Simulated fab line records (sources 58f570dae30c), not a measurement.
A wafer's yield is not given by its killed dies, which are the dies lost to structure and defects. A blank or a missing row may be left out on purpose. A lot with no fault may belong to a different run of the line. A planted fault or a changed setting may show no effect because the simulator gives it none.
fab line records	flow berkeley_cmos170
[record] lots = 14	wafers = 42	last_day = 12
route steps=331 shown PVT@123 SILICIDE@214 CONTACT@217 M1@249
lots that met no fault: taken from a fault-free run of the same line
start_h: start of the lot's first displayed wafer, in hours after the record's first day	wait_h: hours since the lot's step before	" as in the row above	L1.1+2: a row that stands for several wafers	- no value, or no start was given	* or withheld: withheld	< > ~ a bound
route shown NAME@n: names a module that has steps shown in the file, with the first one's number in the route	usual: mean/standard deviation of fault-free wafers	same: alike in all rows	chamber/n: place in a boat	sites: each site's reading	_std_site: standard deviation across them	_edge_site: the outer-site mean with the inner-site mean subtracted	radius_mm: for every site, how far away it sits from the centre of the wafer	mask NAME#n: copy n	behind: the tool/chamber that last shaped the wafer	hold: the reason the lot was held/the length of the hold in hours/how it ended	device: the n, p or np transistor that did not switch	end of line: tests of these same wafers at the route's end	for a step that has no rows: nothing shown but its recipe	killed: the dies lost at the first sort to structure and to defects; this is not the yield of the wafer	map: a wafer's dies, x killed, . not, _ none there
set.NAME: the setting that was run; set.NAME@STEP: the one run at that earlier step	model.NAME: the simulator's own value behind a step, which no gauge read
the route's steps for a sample of lots (tables are steps, rows are wafers)
services: a tool's chamber out of use, with start hour (start_h, from the record's first day; less than 0 if before it), hours out, and reason
[[steps]]
[step UCB170_PVT_STRIP_08]
[recipe] chemistry = O2	power_w = 400	pressure_mtorr = 3500	platen_temp_c = withheld	o2_flow_sccm = 400	overash_fraction = 0.5
[usual] drypump_motor_current_A = 6.0/0.38	oes_product_au = 0.734/0.0047	strip_time_to_endpoint_s = 21.63/0.067
lot.wafer	tool	chamber	start_h	wait_h	drypump_motor_current_A	oes_product_au	rf_hours_counter_h	strip_time_to_endpoint_s
L170.2	plasma_asher-01	1	113.03	0.1	6.0	0.725	42	21.61
L170.4	"	0	"	"	6.3	0.733	-	21.63
L170.6	"	1	"	"	6.0	0.743	-	21.66
L169.1	plasma_asher-03	0	113.86	0.1	5.4	0.731	35	21.61
L169.2	"	1	"	"	6.6	0.736	35	21.71
L169.3	"	0	"	"	5.3	0.743	-	21.72
L171.2	plasma_asher-01	1	116.29	0.1	6.0	0.729	43	21.63
L171.3	"	0	"	"	6.3	0.741	-	21.71
L171.4	"	1	"	"	6.0	0.728	-	21.65
L172.1	plasma_asher-03	0	120.84	0.1	5.4	0.731	36	21.62
L172.2	"	1	"	"	6.6	0.733	36	21.60
L172.4	"	0	"	"	5.4	0.726	-	21.59
L173.3	plasma_asher-04	0	121.15	0.1	5.7	0.729	-	21.69
L173.4	"	1	"	"	6.2	0.733	-	21.64
L173.5	"	1	"	"	6.2	0.724	-	21.57
L174.1	plasma_asher-01	0	150.97	0.1	6.3	0.729	46	21.69
L174.2	"	1	"	"	6.0	0.732	46	21.68
L174.6	"	1	"	"	6.0	0.740	-	21.72
L177.1	plasma_asher-03	1	151.40	0.1	6.6	0.736	39	21.69
L177.5	"	0	"	"	5.4	0.732	-	21.67
L177.6	"	1	"	"	6.5	0.739	-	21.63
L175.2	plasma_asher-01	1	151.67	0.1	6.0	0.731	46	21.70
L175.5	"	1	"	"	6.0	0.735	-	21.61
L175.6	"	0	"	"	6.3	0.741	-	21.66
L186.2	plasma_asher-03	0	189.96	0.1	5.4	0.735	44	21.58
L186.3	"	1	"	"	6.5	0.733	-	21.48
L186.5	"	1	"	"	6.6	0.733	-	21.50
L185.1	plasma_asher-04	0	190.20	0.1	5.7	0.733	8	21.57
L185.3	"	1	"	"	6.2	0.735	-	21.54
L185.4	"	0	"	"	5.7	0.736	-	21.56
L189.1	plasma_asher-04	1	209.43	0.1	6.2	0.732	11	21.61
L189.5	"	0	"	"	5.7	0.733	-	21.64
L189.6	"	1	"	"	6.2	0.741	-	21.64
L188.2	plasma_asher-01	0	209.58	0.1	6.3	0.736	52	21.57
L188.4	"	1	"	"	6.0	0.731	-	21.62
L188.6	"	0	"	"	6.3	0.739	-	21.66
L190.1	plasma_asher-03	1	211.23	0.1	6.5	0.734	47	21.64
L190.2	"	0	"	"	5.4	0.738	47	21.62
L190.5	"	1	"	"	6.5	0.734	-	21.56
L192.1	plasma_asher-04	0	232.41	0.1	5.7	0.734	13	21.67
L192.2	"	1	"	"	6.2	0.743	13	21.67
L192.4	"	1	"	"	6.2	0.739	-	21.78
[step UCB170_SILICIDE_RTA_04]
[recipe] temp_c = 650	time_s = 15	ambient = N2
[usual] chamber_o2_ppm = 2.003/0.022	lamp_power_pct = 10.5/0.5	wafer_temp_C_max = 652.6/0.67
lot.wafer	tool	chamber	start_h	wait_h	chamber_o2_ppm	lamp_power_pct	wafer_temp_C_max
L170.2	rtp_anneal-01	0	141.77	0.1	1.977	11.0	652.1
L170.4	"	0	"	"	1.981	11.0	652.3
L170.6	"	0	"	"	2.000	11.0	652.3
L171.2	rtp_anneal-02	0	141.97	0.1	1.988	10.1	653.7
L171.3	"	0	"	"	2.016	10.0	653.5
L171.4	"	0	"	"	1.970	10.0	653.1
L169.1	rtp_anneal-01	0	142.01	0.1	2.022	11.0	652.0
L169.2	"	0	"	"	1.973	11.0	652.7
L169.3	"	0	"	"	1.970	11.0	652.4
L172.1	rtp_anneal-02	0	154.23	0.1	2.030	10.0	654.2
L172.2	"	0	"	"	2.030	10.0	652.9
L172.4	"	0	"	"	2.003	10.0	652.4
L173.3	rtp_anneal-01	0	154.25	0.1	2.022	11.1	652.1
L173.4	"	0	"	"	2.018	11.0	652.2
L173.5	"	0	"	"	2.019	11.0	651.9
L174.1	rtp_anneal-02	0	180.61	0.1	2.023	10.0	653.1
L174.2	"	0	"	"	2.012	10.0	652.5
L174.6	"	0	"	"	1.996	10.1	652.0
L175.2	rtp_anneal-02	0	180.80	0.1	2.019	10.0	653.1
L175.5	"	0	"	"	2.037	10.0	652.4
L175.6	"	0	"	"	2.013	10.0	652.5
L177.1	rtp_anneal-01	0	181.16	0.1	1.999	11.0	652.3
L177.5	"	0	"	"	1.999	11.0	653.0
L177.6	"	0	"	"	2.002	11.0	651.9
L185.1	rtp_anneal-02	0	221.95	0.1	1.993	10.0	652.7
L185.3	"	0	"	"	1.978	10.0	654.2
L185.4	"	0	"	"	1.936	10.0	652.4
L186.2	rtp_anneal-01	0	222.49	0.1	2.044	11.0	652.4
L186.3	"	0	"	"	2.000	11.0	652.0
L186.5	"	0	"	"	2.016	11.0	652.5
L190.1	rtp_anneal-02	0	237.34	0.1	1.959	10.1	653.6
L190.2	"	0	"	"	1.965	10.0	653.9
L190.5	"	0	"	"	2.009	10.0	654.0
L188.2	rtp_anneal-02	0	237.61	0.1	2.017	10.0	653.0
L188.4	"	0	"	"	2.019	10.1	653.0
L188.6	"	0	"	"	2.008	10.1	652.2
L189.1	rtp_anneal-01	0	237.82	0.1	2.011	11.0	651.5
L189.5	"	0	"	"	2.050	11.0	651.6
L189.6	"	0	"	"	2.021	11.0	652.1
L192.1	rtp_anneal-01	0	260.13	0.1	2.011	11.0	652.7
L192.2	"	0	"	"	2.006	11.0	652.8
L192.4	"	0	"	"	2.017	11.1	652.0
[step UCB170_CONTACT_CVD_01]
[recipe] material = PSG	target_thk_nm = 700	temp_c = 450	precursor = SiH4/O2/PH3	time_s = 2820	pressure_mtorr = 300	sih4_flow_sccm = 60	o2_flow_sccm = 90	ph3_flow_sccm = 25
[usual] spike_tc_centre_C = 451.9/1.1
lot.wafer	tool	chamber	start_h	wait_h	spike_tc_centre_C
L169.1	lpcvd-02	0	144.43	2.2	451.6
L169.2	"	0	"	"	452.8
L169.3	"	0	"	"	453.2
L170.2	lpcvd-02	0	144.43	2.4	452.6
L170.4	"	0	"	"	454.3
L170.6	"	0	"	"	451.6
L171.2	lpcvd-02	1	144.43	2.2	449.9
L171.3	"	1	"	"	451.8
L171.4	"	1	"	"	452.3
L172.1	lpcvd-01	1	154.50	0.0	453.2
L172.2	"	1	"	"	451.3
L172.4	"	1	"	"	452.5
L173.3	lpcvd-01	0	154.50	0.0	453.7
L173.4	"	0	"	"	451.8
L173.5	"	0	"	"	453.0
L173.3	lpcvd-02	0	157.28	1.0	451.9
L173.4	"	0	"	"	452.8
L173.5	"	0	"	"	453.1
L174.1	lpcvd-02	1	181.13	0.3	451.7
L174.2	"	1	"	"	450.0
L174.6	"	1	"	"	451.2
L174.1	lpcvd-01	1	185.62	1.8	449.9
L174.2	"	1	"	"	449.2
L174.6	"	1	"	"	451.0
L175.2	lpcvd-02	0	181.13	0.1	452.7
L175.5	"	0	"	"	452.0
L175.6	"	0	"	"	452.6
L177.1	lpcvd-01	0	181.92	0.5	452.9
L177.5	"	0	"	"	451.1
L177.6	"	0	"	"	452.8
L185.1	lpcvd-02	0	222.22	0.0	452.5
L185.3	"	0	"	"	451.7
L185.4	"	0	"	"	451.8
L186.2	lpcvd-01	1	222.74	0.0	450.0
L186.3	"	1	"	"	452.5
L186.5	"	1	"	"	451.6
L190.1	lpcvd-01	1	237.61	0.0	450.8
L190.2	"	1	"	"	453.0
L190.5	"	1	"	"	451.1
L188.2	lpcvd-02	1	238.95	1.0	454.2
L188.4	"	1	"	"	451.9
L188.6	"	1	"	"	451.9
L189.1	lpcvd-02	1	238.95	0.8	449.6
L189.5	"	1	"	"	450.0
L189.6	"	1	"	"	450.8
L192.1	lpcvd-02	1	264.30	0.5	452.7
L192.2	"	1	"	"	450.8
L192.4	"	1	"	"	451.0
[step UCB170_CONTACT_THK_MEAS_02]
[recipe] reads = PSG_of_CONTACT_CVD_01
[usual] CONTACT_PSG_THK = 697/7.9
lot.wafer	tool	chamber	start_h	wait_h	CONTACT_PSG_THK[nm]
L169.1	film_metro-02	-	147.10	0.0	690
L169.2	"	-	"	"	692
L169.3	"	-	"	"	695
L170.2	film_metro-01	-	147.11	0.0	700
L170.4	"	-	"	"	697
L170.6	"	-	"	"	696
L171.2	film_metro-03	-	147.11	0.0	696
L171.3	"	-	"	"	696
L171.4	"	-	"	"	703
L172.1	film_metro-02	-	156.28	0.0	707
L172.2	"	-	"	"	699
L172.4	"	-	"	"	704
L173.3	film_metro-01	-	159.13	0.1	1397
L173.4	"	-	"	"	1404
L173.5	"	-	"	"	1403
L177.1	film_metro-02	-	183.70	0.0	711
L177.5	"	-	"	"	705
L177.6	"	-	"	"	708
L175.2	film_metro-03	-	183.82	0.0	695
L175.5	"	-	"	"	689
L175.6	"	-	"	"	689
L174.1	film_metro-01	-	188.29	0.0	1395
L174.2	"	-	"	"	1398
L174.6	"	-	"	"	1398
L185.1	film_metro-02	-	224.90	0.0	684
L185.3	"	-	"	"	679
L185.4	"	-	"	"	683
L186.2	film_metro-02	-	225.43	0.0	710
L186.3	"	-	"	"	707
L186.5	"	-	"	"	708
L190.1	film_metro-03	-	239.39	0.0	706
L190.2	"	-	"	"	704
L190.5	"	-	"	"	702
L189.1	film_metro-02	-	241.63	0.0	690
L189.5	"	-	"	"	694
L189.6	"	-	"	"	696
L188.2	film_metro-01	-	241.64	0.0	689
L188.4	"	-	"	"	688
L188.6	"	-	"	"	687
L192.1	film_metro-01	-	266.98	0.0	686
L192.2	"	-	"	"	684
L192.4	"	-	"	"	686
[step UCB170_CONTACT_ETCH_18]
[recipe] chemistry = CHF3/CF4/Ar	target = PSG	stop_on = TiSi2	CHF3_flow_sccm = 45	cf4_flow_sccm = 15	Ar_flow_sccm = 150	pressure_mtorr = 200	rf_w = 700	target_depth_a = 8400	over_etch_frac = 0.2	time_s = 195
[usual] cf4_flow_sccm = 14.99/0.047	drypump_motor_current_A = 5.7/0.64	oes_product_au = 0.887/0.017	throttle_valve_pct = 6.92/0.095
lot.wafer	tool	chamber	start_h	wait_h	cf4_flow_sccm	drypump_motor_current_A	oes_product_au	rf_hours_counter_h	throttle_valve_pct
L170.2	rie_diel-02	2	-	-	15.04	5.5	0.912	150	6.89
L170.4	"	0	"	"	14.97	5.3	0.889	92	6.96
L170.6	"	0	"	"	14.94	5.3	0.886	-	6.98
L171.2	rie_diel-04	2	-	-	15.01	6.4	0.883	9	6.87
L171.3	"	1	"	"	15.02	6.7	0.901	142	6.88
L171.4	"	0	"	"	15.08	5.9	0.885	4	6.94
L169.1	rie_diel-03	2	-	-	15.04	4.8	0.875	48	6.86
L169.2	"	1	"	"	14.86	5.7	0.896	15	6.82
L169.3	"	3	"	"	14.97	5.2	0.919	18	7.15
L172.1	rie_diel-03	2	-	-	15.00	4.8	0.886	48	6.86
L172.2	"	3	"	"	14.98	5.2	0.922	18	7.14
L172.4	"	3	"	"	14.94	5.2	0.936	-	7.15
L173.3	rie_diel-02	0	-	-	15.08	5.3	0.989	93	6.99
L173.4	"	1	"	"	15.02	6.4	0.994	43	7.02
L173.5	"	0	"	"	14.98	5.3	0.982	-	6.97
L177.1	rie_diel-03	3	-	-	15.04	5.2	0.919	20	7.17
L177.5	"	2	"	"	14.96	4.8	0.879	-	6.86
L177.6	"	1	"	"	15.01	5.8	0.892	-	6.82
L175.2	rie_diel-04	1	-	-	14.96	6.7	0.894	143	6.87
L175.5	"	0	"	"	15.02	5.9	0.869	-	6.93
L175.6	"	3	"	"	15.02	6.6	0.853	-	6.91
L174.1	rie_diel-02	3	-	-	15.03	4.9	0.997	21	6.82
L174.2	"	0	"	"	14.99	5.3	0.998	94	6.99
L174.6	"	0	"	"	15.05	5.3	0.997	-	6.99
L185.1	rie_diel-02	3	-	-	15.00	4.9	0.872	23	6.82
L185.3	"	1	"	"	14.93	6.4	0.880	46	7.00
L185.4	"	3	"	"	15.05	4.9	0.874	-	6.82
L186.2	rie_diel-03	2	-	-	15.06	4.8	0.885	54	6.88
L186.3	"	1	"	"	15.09	5.8	0.900	21	6.80
L186.5	"	3	"	"	15.01	5.2	0.934	-	7.14
L190.1	rie_diel-04	2	-	-	14.90	6.4	0.884	13	6.86
L190.2	"	0	"	"	14.99	5.8	0.879	8	6.93
L190.5	"	3	"	"	14.98	6.6	0.866	-	6.90
L189.1	rie_diel-02	0	-	-	14.90	5.3	0.882	96	6.97
L189.5	"	1	"	"	14.95	6.4	0.889	-	7.00
L189.6	"	2	"	"	14.94	5.5	0.892	-	6.89
L188.2	rie_diel-04	0	-	-	14.99	5.9	0.871	9	6.91
L188.4	"	0	"	"	15.06	5.9	0.868	-	6.93
L188.6	"	2	"	"	14.94	6.3	0.877	-	6.86
L192.1	rie_diel-04	3	-	-	14.98	6.6	0.852	9	6.91
L192.2	"	2	"	"	15.03	6.3	0.880	15	6.87
L192.4	"	0	"	"	15.07	5.9	0.874	10	6.94
[step UCB170_M1_ETCH_11]
[recipe] chemistry = N2/H2	target_depth_a = withheld	overetch_a = withheld	target = BARC	time_s = withheld	source_w = 500	bias_w = 100	pressure_mtorr = 30	n2_flow_sccm = 100	h2_flow_sccm = 200
[usual] drypump_motor_current_A = 6.0/0.59	oes_product_au = 0.995/0.016	throttle_valve_pct = 13.26/0.094
lot.wafer	tool	chamber	start_h	wait_h	drypump_motor_current_A	oes_product_au	throttle_valve_pct
L170.2	rie_diel-04	1	154.34	0.0	6.7	0.997	13.21
L170.4	"	2	"	"	6.4	0.995	13.36
L170.6	"	3	"	"	6.6	0.972	13.26
L171.2	rie_diel-01	2	154.49	0.0	6.5	0.977	13.22
L171.3	"	0	"	"	5.2	0.988	13.19
L171.4	"	3	"	"	6.1	1.005	13.34
L169.1	rie_diel-04	2	154.70	0.0	6.3	0.977	13.38
L169.2	"	3	"	"	6.6	0.980	13.27
L169.3	"	0	"	"	5.9	0.994	13.24
L172.1	rie_diel-02	2	160.72	0.0	5.5	1.048	13.26
L172.2	"	3	"	"	4.9	0.991	13.03
L172.4	"	0	"	"	5.3	1.012	13.39
L177.1	rie_diel-04	3	188.81	0.0	6.6	0.974	13.27
L177.5	"	2	"	"	6.3	0.982	13.37
L177.6	"	3	"	"	6.6	0.965	13.27
L175.2	rie_diel-02	1	189.08	0.0	6.4	1.004	13.39
L175.5	"	1	"	"	6.4	1.008	13.39
L175.6	"	3	"	"	4.9	0.988	13.02
L185.1	rie_diel-01	2	229.26	0.0	6.5	0.994	13.21
L185.3	"	0	"	"	5.2	0.990	13.20
L185.4	"	3	"	"	6.0	1.011	13.35
L186.2	rie_diel-02	3	229.54	0.0	4.9	0.997	13.03
L186.3	"	2	"	"	5.5	1.001	13.28
L186.5	"	1	"	"	6.4	0.985	13.39
L190.1	rie_diel-04	0	243.81	0.0	5.9	0.973	13.23
L190.2	"	2	"	"	6.4	0.972	13.36
L190.5	"	3	"	"	6.6	0.965	13.27
L189.1	rie_diel-02	1	246.34	0.0	6.4	1.005	13.38
L189.5	"	1	"	"	6.4	1.002	13.41
L189.6	"	2	"	"	5.5	0.999	13.28
L188.2	rie_diel-04	0	246.62	0.0	5.9	0.986	13.23
L188.4	"	2	"	"	6.3	0.983	13.36
L188.6	"	3	"	"	6.6	0.981	13.26
L192.1	rie_diel-04	3	271.44	0.0	6.6	0.970	13.26
L192.2	"	1	"	"	6.7	1.003	13.21
L192.4	"	2	"	"	6.3	0.985	13.37
[[services]]
tool	chamber	start_h	hours	kind
lpcvd-02	-	89.12	6.1	pm
rie_diel-04	0	92.76	8.6	repair
rie_diel-02	1	96.92	7.6	repair
rie_diel-02	0	103.72	20.2	repair
plasma_asher-04	-	108.75	9.0	pm
rie_diel-01	2	119.27	7.8	repair
plasma_asher-01	-	126.32	7.1	repair
rie_diel-03	0	143.16	126.4	repair
rie_diel-02	2	179.80	-	clean
rie_diel-02	2	179.80	17.4	scheduled_down
rie_diel-02	0	194.72	9.8	repair
rie_diel-03	3	194.79	9.0	repair
rie_diel-02	0	208.05	4.4	repair
rtp_anneal-02	-	209.11	0.9	pm
rie_diel-01	2	225.02	1.4	repair
rie_diel-02	0	226.92	6.6	repair
rie_diel-04	1	231.33	8.4	repair
rie_diel-04	1	239.77	-	clean
rie_diel-04	1	239.77	21.5	scheduled_down
rie_diel-04	1	239.77	21.5	vent_cycle
rie_diel-03	-	251.40	0.1	repair
rie_diel-02	3	259.06	5.8	repair
rie_diel-01	2	264.01	24.6	repair
rtp_anneal-02	-	270.77	3.5	pm
[[key]]
[first_sign] step = UCB170_CONTACT_CVD_01	reading = visit	direction = added
[effect] step = UCB170_CONTACT_THK_MEAS_02	reading = CONTACT_PSG_THK	direction = up	sigmas = 89	usual = 697	struck = 1399
[effect] step = UCB170_CONTACT_ETCH_18	reading = oes_product_au	direction = up	sigmas = 6.1	usual = 0.887	struck = 0.993
met_at UCB170_CONTACT_CVD_01
struck_lots L173,L174
later_rows_left_out L173.3,L173.4,L173.5,L174.1,L174.2,L174.6
sort_left_out L173.3,L173.4,L173.5,L174.1,L174.2,L174.6
tester_left_out L173,L174
not_acting_at UCB170_PVT_STRIP_08,UCB170_SILICIDE_RTA_04,UCB170_M1_ETCH_11
[fault] kind = repeated_step_whole	tool = lpcvd-01,lpcvd-02	chamber = -	onset_h = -	steps = UCB170_CONTACT_CVD_01	times = 1	scope = struck_lots_only
// tester_left_out: of these lots the tester's yield and bins aren't shown, on N5 and GAA mostly nor the transistor test; their killed dies are dies lost to structure and defects alone, not to doping, threshold or leakage, so they don't give the yield
// sort_left_out: the simulated sort isn't trusted on such a fault, so these wafers' sort isn't shown, and their yield isn't known
// later_rows_left_out: the simulator's readings of these wafers behind a module that went badly wrong aren't trusted and aren't shown, but for the sort
